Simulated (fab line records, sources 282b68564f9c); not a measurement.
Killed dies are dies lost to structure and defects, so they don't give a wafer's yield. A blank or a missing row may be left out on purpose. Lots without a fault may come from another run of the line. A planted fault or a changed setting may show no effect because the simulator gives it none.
fab line records | flow rit_cmos
record lots=15 wafers=45 last_day=7
route steps=202 shown ACTIVE@4 NSD@137 PSD@148
lots that met no fault: from a run of the same line without faults
start_h: hours from the record's first day to the start of the lot's first wafer shown | wait_h: hours since the lot's step before | " the same as in the row above | L1.1+2: a row that stands for several wafers | - no value, or no start given | * or withheld: withheld | < > ~ a bound
route shown NAME@n: a module of which the file shows steps, and the number in the route of the first | usual: mean/standard deviation of fault-free wafers | same: alike in all rows | chamber/n: place in a boat | sites: the reading at each site | _std_site: their standard deviation | _edge_site: outer sites' mean less inner sites' | radius_mm: how far each site lies from the wafer's centre | mask NAME#n: copy n | behind: the tool/chamber that last shaped the wafer | hold: why the lot was held/for how many hours/how that ended | device: the transistor (n, p or np) that didn't switch | end of line: the same wafers' tests at the end of the route | a step without rows: its recipe alone | killed: dies lost to structure and defects at the first sort, not the wafer's yield | map: a wafer's dies, x killed, . not, _ none there
set.NAME: the setting as run; set.NAME@STEP: as run at that earlier step | model.NAME: the simulator's own value behind a step, which no gauge read
steps of the route over a sample of lots; a table a step, a row a wafer
services: from which hour (start_h, from the record's first day; less than 0 if before it) a tool's chamber was out of use, for how many hours, and why
## steps
# step RIT_ACTIVE_CVD_03
# recipe material=Si3N4 target_thk_nm=150 temp_c=810 precursor=SiH2Cl2/NH3 time_s=1500 pressure_mtorr=300 sih2cl2_flow_sccm=60 nh3_flow_sccm=150
# usual spike_tc_centre_C=813.1/0.99 spike_tc_load_C=834.2/1.7 spike_tc_source_C=832.1/2.7 susceptor_temp_C=810.0/0.39
# same time_s=1500
# columns lot.wafer tool chamber start_h wait_h spike_tc_centre_C spike_tc_load_C spike_tc_source_C susceptor_temp_C
L288.1 lpcvd-02 0 14.12 2.1 812.2 831.3 828.5 809.8
L288.3 " 0 " " 814.5 834.1 825.9 809.5
L288.4 " 0 " " 813.8 832.6 826.9 809.6
L290.1 lpcvd-01 1 22.11 0.1 811.9 835.0 833.7 809.5
L290.3 " 1 " " 812.7 833.5 832.9 810.6
L290.5 " 1 " " 813.6 832.5 833.7 810.4
L291.1 lpcvd-01 1 27.11 0.1 812.8 834.0 834.2 809.6
L291.2 " 1 " " 812.1 834.8 834.5 809.3
L291.6 " 1 " " 813.4 833.3 834.7 809.2
L292.2 lpcvd-01 0 32.11 0.0 813.9 834.5 834.3 809.7
L292.4 " 0 " " 811.7 836.6 832.4 809.5
L292.5 " 0 " " 812.6 837.0 833.6 809.9
L293.2 lpcvd-01 0 37.59 0.3 814.1 835.3 833.3 810.4
L293.3 " 0 " " 814.0 835.0 833.9 810.3
L293.6 " 0 " " 812.3 836.0 836.0 809.5
L294.1 lpcvd-02 1 42.11 0.1 812.8 836.3 832.9 810.1
L294.2 " 1 " " 813.3 834.5 831.5 810.1
L294.3 " 1 " " 814.2 835.8 831.3 810.6
L296.1 lpcvd-01 1 52.63 0.6 878.1 901.3 902.0 876.9
L296.2 " 1 " " 880.5 899.3 901.1 876.7
L296.3 " 1 " " 880.1 898.9 902.6 876.7
L297.2 lpcvd-01 1 57.58 0.5 878.5 901.4 900.3 876.6
L297.3 " 1 " " 878.9 902.3 900.3 876.2
L297.6 " 1 " " 878.0 900.0 900.6 876.6
L298.1 lpcvd-01 0 62.53 0.5 880.8 900.6 900.6 876.9
L298.3 " 0 " " 880.0 903.0 900.4 876.9
L298.5 " 0 " " 878.6 903.1 900.1 876.4
L303.1 lpcvd-02 1 87.11 0.1 811.0 835.4 830.9 809.9
L303.2 " 1 " " 812.5 834.3 831.7 809.7
L303.3 " 1 " " 811.9 835.3 831.7 809.7
L305.1 lpcvd-02 1 97.11 0.1 811.3 837.3 832.6 809.8
L305.3 " 1 " " 811.4 835.0 829.5 810.2
L305.4 " 1 " " 812.0 834.4 830.5 810.3
L307.2 lpcvd-02 1 107.11 0.0 811.5 836.0 829.7 809.4
L307.4 " 1 " " 813.1 834.1 831.8 809.5
L307.5 " 1 " " 813.5 835.7 830.6 809.8
L309.2 lpcvd-02 0 118.54 0.0 814.0 831.0 826.7 809.7
L309.4 " 0 " " 812.9 833.6 827.4 809.8
L309.5 " 0 " " 812.4 832.2 825.5 810.3
L310.3 lpcvd-01 0 122.64 0.0 813.2 834.9 833.7 809.6
L310.5 " 0 " " 814.6 835.4 835.0 809.6
L310.6 " 0 " " 812.5 836.2 833.9 809.4
L311.1 lpcvd-02 0 127.20 0.1 812.5 833.8 827.9 809.8
L311.5 " 0 " " 812.3 830.9 828.5 810.0
L311.6 " 0 " " 813.2 832.2 828.1 809.8
# step RIT_ACTIVE_THK_MEAS_04
# recipe reads=Si3N4_of_ACTIVE_CVD_03
# usual ACTIVE_NITRIDE_THK=149.7/1.4
# columns lot.wafer tool chamber start_h wait_h ACTIVE_NITRIDE_THK[nm]
L288.1 film_metro-01 - 15.54 0.0 151.0
L288.3 " - " " 151.6
L288.4 " - " " 151.7
L290.1 film_metro-02 - 23.53 0.0 149.1
L290.3 " - " " 149.9
L290.5 " - " " 148.5
L291.1 film_metro-04 - 28.53 0.0 149.7
L291.2 " - " " 149.5
L291.6 " - " " 149.8
L292.2 film_metro-01 - 33.54 0.0 148.0
L292.4 " - " " 149.4
L292.5 " - " " 149.3
L293.2 film_metro-02 - 39.72 0.0 152.3
L293.3 " - " " 150.3
L293.6 " - " " 151.3
L294.1 film_metro-01 - 43.53 0.0 149.7
L294.2 " - " " 149.0
L294.3 " - " " 151.2
L296.1 film_metro-04 - 54.04 0.0 250.9
L296.2 " - " " 250.3
L296.3 " - " " 250.2
L297.2 film_metro-04 - 59.00 0.0 253.8
L297.3 " - " " 252.5
L297.6 " - " " 254.5
L298.1 film_metro-02 - 63.94 0.0 251.8
L298.3 " - " " 249.9
L298.5 " - " " 250.1
L303.1 film_metro-04 - 88.53 0.0 150.8
L303.2 " - " " 151.0
L303.3 " - " " 151.3
L305.1 film_metro-01 - 98.53 0.0 147.3
L305.3 " - " " 148.0
L305.4 " - " " 149.2
L307.2 film_metro-02 - 108.54 0.0 149.7
L307.4 " - " " 149.4
L307.5 " - " " 150.5
L309.2 film_metro-02 - 119.97 0.0 149.7
L309.4 " - " " 150.0
L309.5 " - " " 149.8
L310.3 film_metro-01 - 124.07 0.0 151.3
L310.5 " - " " 151.0
L310.6 " - " " 150.3
L311.1 film_metro-04 - 129.32 0.0 149.0
L311.5 " - " " 150.2
L311.6 " - " " 149.6
# step RIT_ACTIVE_ETCH_13
# recipe stop_on=SiO2 chemistry=SF6 target=Si3N4 time_s=210 over_etch_frac=0.3667 SF6_flow_sccm=200 pressure_mtorr=260 rf_w=125 target_depth_a=2100
# usual drypump_motor_current_A=5.9/0.38 oes_product_au=0.831/0.017 throttle_valve_pct=7.51/0.14
# same over_etch_frac=0.3667 time_s=210
# columns lot.wafer tool chamber start_h wait_h drypump_motor_current_A oes_product_au rf_hours_counter_h throttle_valve_pct
L288.1 rie_diel-01 1 16.84 0.1 5.7 0.822 4 7.34
L288.3 " 2 " " 5.6 0.831 164 7.48
L288.4 " 3 " " 6.1 0.840 35 7.34
L290.1 rie_diel-03 3 24.71 0.1 5.5 0.819 4 7.47
L290.3 " 1 " " 5.2 0.840 152 7.52
L290.5 " 3 " " 5.5 0.811 - 7.50
L291.1 rie_diel-04 0 29.83 0.1 6.3 0.845 18 7.40
L291.2 " 1 " " 6.0 0.816 98 7.59
L291.6 " 2 " " 5.9 0.835 - 7.40
L292.2 rie_diel-01 1 34.82 0.1 5.7 0.807 5 7.35
L292.4 " 2 " " 5.6 0.831 164 7.50
L292.5 " 2 " " 5.6 0.834 - 7.49
L293.2 rie_diel-03 0 40.89 0.1 5.9 0.860 150 7.52
L293.3 " 1 " " 5.2 0.841 153 7.52
L293.6 " 1 " " 5.2 0.860 - 7.53
L294.1 rie_diel-01 2 44.83 0.1 5.6 0.827 165 7.45
L294.2 " 1 " " 5.7 0.815 5 7.35
L294.3 " 0 " " 6.5 0.811 3 7.77
L296.1 rie_diel-03 3 55.35 0.1 5.5 0.970 5 7.48
L296.2 " 1 " " 5.2 1.023 153 7.52
L296.3 " 0 " " 5.9 1.037 151 7.52
L297.2 rie_diel-01 3 60.17 0.1 6.1 0.992 36 7.31
L297.3 " 2 " " 5.6 0.996 165 7.48
L297.6 " 3 " " 6.1 0.997 - 7.35
L298.1 rie_diel-01 3 65.12 0.1 6.1 0.986 36 7.31
L298.3 " 2 " " 5.6 0.993 165 7.49
L298.5 " 0 " " 6.5 0.946 - 7.76
L303.1 rie_diel-03 0 89.71 0.1 5.9 0.856 151 7.51
L303.2 " 2 " " 6.0 0.814 71 7.62
L303.3 " 3 " " 5.5 0.821 5 7.48
L305.1 rie_diel-01 0 99.83 0.1 6.5 0.808 4 7.76
L305.3 " 2 " " 5.6 0.822 0 7.48
L305.4 " 3 " " 6.1 0.835 36 7.33
L307.2 rie_diel-04 2 109.71 0.1 5.9 0.841 122 7.41
L307.4 " 3 " " 5.3 0.854 109 7.61
L307.5 " 2 " " 5.9 0.834 - 7.39
L309.2 rie_diel-04 2 121.14 0.1 5.9 0.832 122 7.39
L309.4 " 1 " " 6.1 0.825 100 7.57
L309.5 " 3 " " 5.3 0.862 - 7.59
L310.3 rie_diel-03 2 125.36 0.1 6.0 0.816 72 7.62
L310.5 " 2 " " 6.1 0.815 - 7.61
L310.6 " 1 " " 5.2 0.843 - 7.52
L311.1 rie_diel-01 0 130.61 0.1 6.5 0.807 4 7.76
L311.5 " 0 " " 6.5 0.816 - 7.77
L311.6 " 3 " " 6.1 0.838 - 7.30
# step RIT_ACTIVE_STRIP_14
# recipe chemistry=O2 time_s=180 resist=NOVOLAK platen_temp_c=withheld power_w=500 pressure_mtorr=4000 o2_flow_sccm=4000
# usual drypump_motor_current_A=5.5/0.5
# same time_s=180
# columns lot.wafer tool chamber start_h wait_h drypump_motor_current_A rf_hours_counter_h
L288.1 plasma_asher-04 1 16.97 0.1 6.0 38
L288.3 " 1 " " 6.1 -
L288.4 " 0 " " 5.0 -
L290.1 plasma_asher-03 1 24.84 0.1 6.0 35
L290.3 " 0 " " 5.0 -
L290.5 " 0 " " 5.0 -
L291.1 plasma_asher-03 1 29.97 0.1 6.0 36
L291.2 " 0 " " 5.0 36
L291.6 " 0 " " 5.0 -
L292.2 plasma_asher-04 0 34.96 0.1 5.0 40
L292.4 " 1 " " 6.0 -
L292.5 " 0 " " 5.0 -
L293.2 plasma_asher-01 0 41.03 0.1 5.1 41
L293.3 " 1 " " 5.9 -
L293.6 " 1 " " 5.9 -
L294.1 plasma_asher-01 1 44.97 0.1 6.0 41
L294.2 " 0 " " 5.1 41
L294.3 " 0 " " 5.1 -
L296.1 plasma_asher-01 0 55.48 0.1 5.1 42
L296.2 " 1 " " 6.0 42
L296.3 " 1 " " 6.0 -
L297.2 plasma_asher-03 0 60.31 0.1 5.0 39
L297.3 " 1 " " 6.0 -
L297.6 " 0 " " 5.0 -
L298.1 plasma_asher-03 0 65.26 0.1 5.0 40
L298.3 " 1 " " 6.0 -
L298.5 " 0 " " 5.0 -
L303.1 plasma_asher-01 0 89.84 0.1 5.1 46
L303.2 " 1 " " 5.9 46
L303.3 " 1 " " 5.9 -
L305.1 plasma_asher-04 0 99.97 0.1 4.9 47
L305.3 " 1 " " 6.1 -
L305.4 " 0 " " 5.0 -
L307.2 plasma_asher-01 0 109.84 0.1 5.1 49
L307.4 " 0 " " 5.1 -
L307.5 " 0 " " 5.1 -
L309.2 plasma_asher-04 0 121.27 0.1 5.0 50
L309.4 " 0 " " 4.9 -
L309.5 " 1 " " 6.1 -
L310.3 plasma_asher-04 1 125.55 0.1 6.1 -
L310.5 " 0 " " 5.0 -
L310.6 " 1 " " 6.1 -
L311.1 plasma_asher-04 1 130.74 0.1 6.0 50
L311.5 " 1 " " 6.1 -
L311.6 " 0 " " 5.0 -
# step RIT_NSD_OVL_MEAS_06
# usual NSD_OVL=1.1/1.4
# columns lot.wafer tool chamber start_h wait_h NSD_OVL[nm]
L288.1 overlay-01 - 49.59 - -0.3
L288.3 " - " " 0.3
L288.4 " - " " 0.0
L290.1 overlay-01 - 57.02 - 2.6
L290.3 " - " " 3.3
L290.5 " - " " 3.3
L291.1 overlay-01 - 61.97 - 0.3
L291.2 " - " " 1.0
L291.6 " - " " 0.6
L292.2 overlay-01 - 68.63 - 2.0
L292.4 " - " " 1.6
L292.5 " - " " 0.1
L293.2 overlay-01 - 73.90 - 1.0
L293.3 " - " " -0.4
L293.6 " - " " 2.3
L294.1 overlay-02 - 77.01 - 1.4
L294.2 " - " " 2.6
L294.3 " - " " 2.0
L303.1 overlay-01 - 123.03 - -1.7
L303.2 " - " " -2.0
L303.3 " - " " -1.2
L305.1 overlay-01 - 134.56 - 2.3
L305.3 " - " " 0.3
L305.4 " - " " -0.4
L307.2 overlay-02 - 147.29 - 1.0
L307.4 " - " " -0.2
L307.5 " - " " -1.3
L309.2 overlay-02 - 156.58 - 0.1
L309.4 " - " " -0.8
L309.5 " - " " -0.7
L310.3 overlay-01 - 158.78 - 3.1
L310.5 " - " " 4.8
L310.6 " - " " 2.9
L311.1 overlay-02 - 163.00 - 1.3
L311.5 " - " " 2.4
L311.6 " - " " 1.0
# step RIT_PSD_OVL_MEAS_06
# usual PSD_OVL=0.1/1.3
# columns lot.wafer tool chamber start_h wait_h PSD_OVL[nm]
L288.1 overlay-01 - 51.18 - -1.7
L288.3 " - " " -2.2
L288.4 " - " " -1.9
L290.1 overlay-01 - 58.51 - -0.1
L290.3 " - " " -0.4
L290.5 " - " " -1.3
L291.1 overlay-02 - 63.39 - 0.2
L291.2 " - " " 0.1
L291.6 " - " " -0.5
L292.2 overlay-01 - 70.05 - 1.0
L292.4 " - " " 0.8
L292.5 " - " " -0.6
L293.2 overlay-01 - 75.32 - -1.5
L293.3 " - " " -1.6
L293.6 " - " " -2.7
L294.1 overlay-02 - 78.55 - 2.2
L294.2 " - " " -1.1
L294.3 " - " " 0.7
L303.1 overlay-02 - 124.45 - 2.6
L303.2 " - " " 1.3
L303.3 " - " " 2.0
L305.1 overlay-02 - 136.17 - 0.6
L305.3 " - " " -0.6
L305.4 " - " " -1.2
L307.2 overlay-02 - 148.71 - 1.0
L307.4 " - " " 1.7
L307.5 " - " " 0.6
L309.2 overlay-02 - 158.01 - 1.8
L309.4 " - " " 1.1
L309.5 " - " " -0.2
L310.3 overlay-01 - 160.21 - 0.9
L310.5 " - " " 2.5
L310.6 " - " " 0.8
L311.1 overlay-01 - 164.56 - -0.7
L311.5 " - " " -2.2
L311.6 " - " " -2.3
## services
# columns tool chamber start_h hours kind
lpcvd-01 - 5.28 14.6 pm
lpcvd-02 - 48.53 14.6 pm
rie_diel-03 2 54.87 5.5 repair
rie_diel-01 1 59.20 21.4 repair
rie_diel-04 - 62.88 2.8 pm
rie_diel-04 3 70.85 2.9 repair
rie_diel-01 2 80.58 - clean
rie_diel-01 2 80.58 10.5 scheduled_down
rie_diel-01 2 80.58 10.5 vent_cycle
rie_diel-03 1 82.92 14.0 repair
plasma_asher-03 - 108.75 9.0 pm
plasma_asher-03 0 108.75 9.0 vent_cycle
plasma_asher-03 1 108.75 9.0 vent_cycle
plasma_asher-01 - 115.41 1.7 repair
plasma_asher-03 0 117.75 - clean
plasma_asher-03 1 117.75 - clean
rie_diel-03 3 119.29 17.7 repair
plasma_asher-04 - 119.81 1.1 repair
plasma_asher-03 - 129.50 4.1 repair
## key
first_sign step=RIT_ACTIVE_CVD_03 reading=susceptor_temp_C direction=up sigmas=99+ usual=* struck=*
effect step=RIT_ACTIVE_CVD_03 reading=spike_tc_centre_C direction=up sigmas=67 usual=813.1 struck=879.3
effect step=RIT_ACTIVE_THK_MEAS_04 reading=ACTIVE_NITRIDE_THK direction=up sigmas=72 usual=149.7 struck=251.6
effect step=RIT_ACTIVE_ETCH_13 reading=oes_product_au direction=up sigmas=9.7 usual=0.831 struck=0.993
met_at RIT_ACTIVE_CVD_03
struck_lots L296,L297,L298
later_rows_left_out L296.1,L296.2,L296.3,L297.2,L297.3,L297.6,L298.1,L298.3,L298.5
sort_left_out L296.1,L296.2,L296.3,L297.2,L297.3,L297.6,L298.1,L298.3,L298.5
tester_left_out L296,L297,L298
not_acting_at RIT_ACTIVE_STRIP_14,RIT_NSD_OVL_MEAS_06,RIT_PSD_OVL_MEAS_06
onset_between 37.59 52.63
fault kind=process_parameter_drift tool=lpcvd-01 chamber=- onset_h=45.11 steps=RIT_ACTIVE_CVD_03 channel=temp_c offset=* shape=step end_h=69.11 acts_in=* stated=*
# tester_left_out: of these lots the tester's yield and bins aren't shown, on N5 and GAA mostly nor the transistor test; their killed dies are dies lost to structure and defects alone, not to doping, threshold or leakage, so they don't give the yield
# sort_left_out: the simulated sort isn't trusted on such a fault, so these wafers' sort isn't shown, and their yield isn't known
# later_rows_left_out: the simulator's readings of these wafers behind a module that went badly wrong aren't trusted and aren't shown, but for the sort
